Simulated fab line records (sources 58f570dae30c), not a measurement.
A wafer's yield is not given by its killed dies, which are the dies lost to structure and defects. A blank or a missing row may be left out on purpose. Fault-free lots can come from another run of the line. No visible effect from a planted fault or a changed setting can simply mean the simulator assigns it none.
One fault through the eyes of 2 desks	flow berkeley-cmos170	only its own numbers are on each desk; what lay behind them is given at the end

== TOOL OWNER'S DESK, rie-diel-02 ==
The tool's own readings at UCB170_M1_ETCH_11 (etches BARC in N2/H2): means of the sampled wafers that have a number, for each lot that ran on this tool. A lot is out of limits, marked OUT, if its mean lies more than 4 standard deviations from the usual mean; the brackets give that distance.
Columns: A = drypump-motor-current-A at UCB170_M1_ETCH_11, usual 5.7 A; B = oes-product-au at UCB170_M1_ETCH_11, usual 1.001 a.u.; C = throttle-valve-pct at UCB170_M1_ETCH_11, usual 13.27 %
lot	first seen here	A	B	C
L955	day 11 09:16	5.5	1.001	13.12
L956	day 11 21:42	5.4	1.082 (+4.3) OUT	13.24
L961	day 12 22:50	5.3	1.100 (+5.2) OUT	13.17
This desk's verdict: out of limits on L956, L961, starting with L956 at day 11 21:42 (oes-product-au at UCB170_M1_ETCH_11). Within limits: L955.

== FROM THE METROLOGY DESK ==
Lot by lot, what the gauges showed, no matter which tool ran the lot: averages of those sampled wafers that carry a number. A lot is out of limits, marked OUT, if its mean lies more than 4 standard deviations from the usual mean; the brackets give that distance.
Columns: A = M1_AL_RS at UCB170_M1_RS_MEAS_01, usual 0.0487 ohm/sq; B = M1_AL_THK at UCB170_M1_THK_MEAS_02, usual 601 nm; C = cd-nm at UCB170_M1_CD_MEAS_09, usual 699.7 nm; D = M1_OVL at UCB170_M1_OVL_MEAS_10, usual 0 nm
lot	first seen here	A	B	C	D
L941	day 8 16:13	0.0485	598	699.9	1
L954	day 11 06:17	0.0485	602	699.6	8
L955	day 11 07:28	0.0490	600	699.3	-5
L957	day 11 16:38	0.0488	604	699.7	-3
L956	day 11 18:55	0.0482	609	699.5	-6
L961	day 12 21:25	0.0487	606	697.5	-2
Finding of this desk: none of the 6 lots has anything out of limits.

== TAKEN TOGETHER ==
The tool owner's desk had the chance to raise an alarm at day 11 21:42 on L956, L961.
At the metrology desk, nothing out of limits was observed.
The metrology desk has L956, L961 on record, within its limits.
All the named lots went through UCB170_M1_ETCH_11 on rie-diel-02.

== WHAT WAS PUT IN BY THE SIMULATOR ==
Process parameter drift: rie-diel-02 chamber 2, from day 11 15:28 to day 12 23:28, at UCB170_M1_ETCH_11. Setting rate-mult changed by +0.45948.
Shown lots that were struck: L956, L961.
Delay in hours, fault start to first out-of-limits reading, by desk: the tool owner's desk at 6.
